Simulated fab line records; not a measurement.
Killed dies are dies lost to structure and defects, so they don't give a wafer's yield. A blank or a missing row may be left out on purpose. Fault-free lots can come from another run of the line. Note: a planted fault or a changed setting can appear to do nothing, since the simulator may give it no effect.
Struck lot and sound lot, side by side :: flow berkeleyCmos170 :: 15 out of 331 route steps
Sound: wafers L717.2, L717.3, L717.5. Struck: wafers L706.4, L706.5, L706.6. The cause is named last.
For every step that has rows: the tool of each side, followed by ch and its chambers, followed by its first start. Under that, the readings that differ: sound wafers :: struck wafers :: difference of the means :: sigmas: that difference in standard deviations of wafers without a fault.
alike: a reading whose means differ by less than 2 such deviations, as well as words and numbers matching on both sides. not compared: withheld readings; readings where some wafer has no value; bounds like >300 that might hide an equal value; numbers whose values overlap and for which the record gives no deviation.
The two part at a step that has a row with sigmas, a row that says differs or no value, or rows on one side only. Numbers that don't overlap but have no deviation are shown without sigmas and don't part them. A reading missing from all wafers of one side parts the sides only when that side holds two or more wafers.

first, 4 steps without rows for these wafers: UCB170_NWELL_WET_ETCH_19 (etches SiO2 in BOE, time 22 s); UCB170_PWELL_CLEAN_00 (cleans in SPM, time 600 s); UCB170_PWELL_CLEAN_01 (cleans in dHF, time 60 s); UCB170_PWELL_OXIDATION_02 (target thk 26.4 nm, ox time 1260 s).
UCB170_PWELL_THK_MEAS_03:
  sound: filmMetro-04 at day 6 18:46; struck: filmMetro-03 at day 5 03:04
  alike: PWELL_OXIDE_THK
then, 2 steps without rows for these wafers: UCB170_PWELL_ANNEAL_04 (time 900 s); UCB170_PWELL_CVD_05 (deposits Si3N4 from SiH2Cl2/NH3, target thk 220 nm, time 3300 s).
UCB170_PWELL_THK_MEAS_06:
  sound: filmMetro-04 at day 7 02:05; struck: filmMetro-01 at day 5 09:55
reading: PWELL_NITRIDE_THK (nm)
sound: 220.7 220.0 220.7
struck: 225.3 224.6 225.6
difference: +4.7
sigmas: +3
then, 2 steps without rows for these wafers: UCB170_PWELL_HMDS_07 (prime time 60 s); UCB170_PWELL_COAT_08 (resist thk 900 nm).
UCB170_PWELL_SOFTBAKE_09: time 62.09 s.
  sound on lithoTrack-02 ch 0, day 7 02:27; struck on lithoTrack-04 ch 0, day 5 10:19
reading: exhaustPa (Pa)
sound: 43.8 44.0 44.8
struck: 47.0 47.2 46.8
difference: +2.8
sigmas: +3
  alike: chillPlateTempC, heaterPowerTotalW, plateSensorTCentreC, plateSensorTEdgeC
then, 1 step without rows for these wafers: UCB170_PWELL_EXPOSE_10 (exposes mask PWELL, target cd 3000 nm).
UCB170_PWELL_PEB_11:
  sound on lithoTrack-01 ch 0, day 7 02:43; struck on lithoTrack-02 ch 0, day 5 10:40
reading: heaterPowerTotalW (W)
sound: 56.89 56.82 56.84
struck: 57.80 57.79 57.80
difference: +0.95
sigmas: +22

reading: plateTempC (C)
sound: 129.95 130.03 129.97
struck: 131.98 131.83 131.86
difference: +1.91
sigmas: +15
  alike: chillPlateTempC, exhaustPa
then, 1 step without rows for these wafers: UCB170_PWELL_DEVELOP_12 (develop time 45 s).
-- the record jumps here: 5 days lie between the struck wafers' starts before and after (it left off in module PWELL and takes up again in module M3, whose first step shown is number 331 of the route) --
UCB170_M3_PROBE_99:
  record: rows for the struck wafers here (prober-02, day 10 04:03), none for the sound ones

== WHERE THEY PART ==
First at UCB170_PWELL_THK_MEAS_06; last, within this record, at UCB170_M3_PROBE_99.

WHY: the cause the simulator had injected
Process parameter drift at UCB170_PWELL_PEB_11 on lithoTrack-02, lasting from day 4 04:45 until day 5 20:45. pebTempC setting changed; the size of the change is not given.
